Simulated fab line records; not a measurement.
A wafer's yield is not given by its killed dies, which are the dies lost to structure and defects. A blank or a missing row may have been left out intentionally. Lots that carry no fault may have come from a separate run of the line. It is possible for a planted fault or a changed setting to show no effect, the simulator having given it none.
Chamber matching -- flow berkeley cmos170 -- UCB170_M2_ETCH_17 on rie diel-01: 4 sister chambers
The step etches BARC in N2/H2. 4 wafers are shown with their chamber, then 7 later ones without.

## WAFERS PAIRED WITH THEIR CHAMBERS
wafer,chamber,throttle valve pct (%)
L806.1,2,13.16
L823.2,0,13.35
L824.2,1,13.19
L824.4,3,13.39

## WAFERS WHOSE CHAMBER IS MISSING
wafer,throttle valve pct (%)
L824.5,13.36
L828.1,13.34
L828.4,13.40
L828.5,13.34
L827.2,13.33
L827.3,13.40
L827.4,13.18

## THE CHAMBER EACH PASSED THROUGH
wafer,from the rows above,in truth
L824.5,can't be placed: 0 or 3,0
L828.1,0,0
L828.4,3,3
L828.5,0,0
L827.2,0,0
L827.3,3,3
L827.4,can't be placed: 1 or 2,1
Correctly placed: 5 of 7. Can't be placed from these rows: 2 (the true chamber is among the candidates in 2). 0 placed wrongly.
How it was worked out, from the rows above alone: a wafer's distance from a chamber is the root of the sum, over the readings, of the square of ((its reading less the chamber's mean) divided by the reading's scatter). The wafer belongs to the nearest chamber; if the next one is less than 2 further off, it can't be placed. Each chamber's mean is taken over the wafers shown for it. The scatter: with one shown wafer a chamber, the root of the mean of the squares of how far each hidden wafer lies from its nearest shown one.
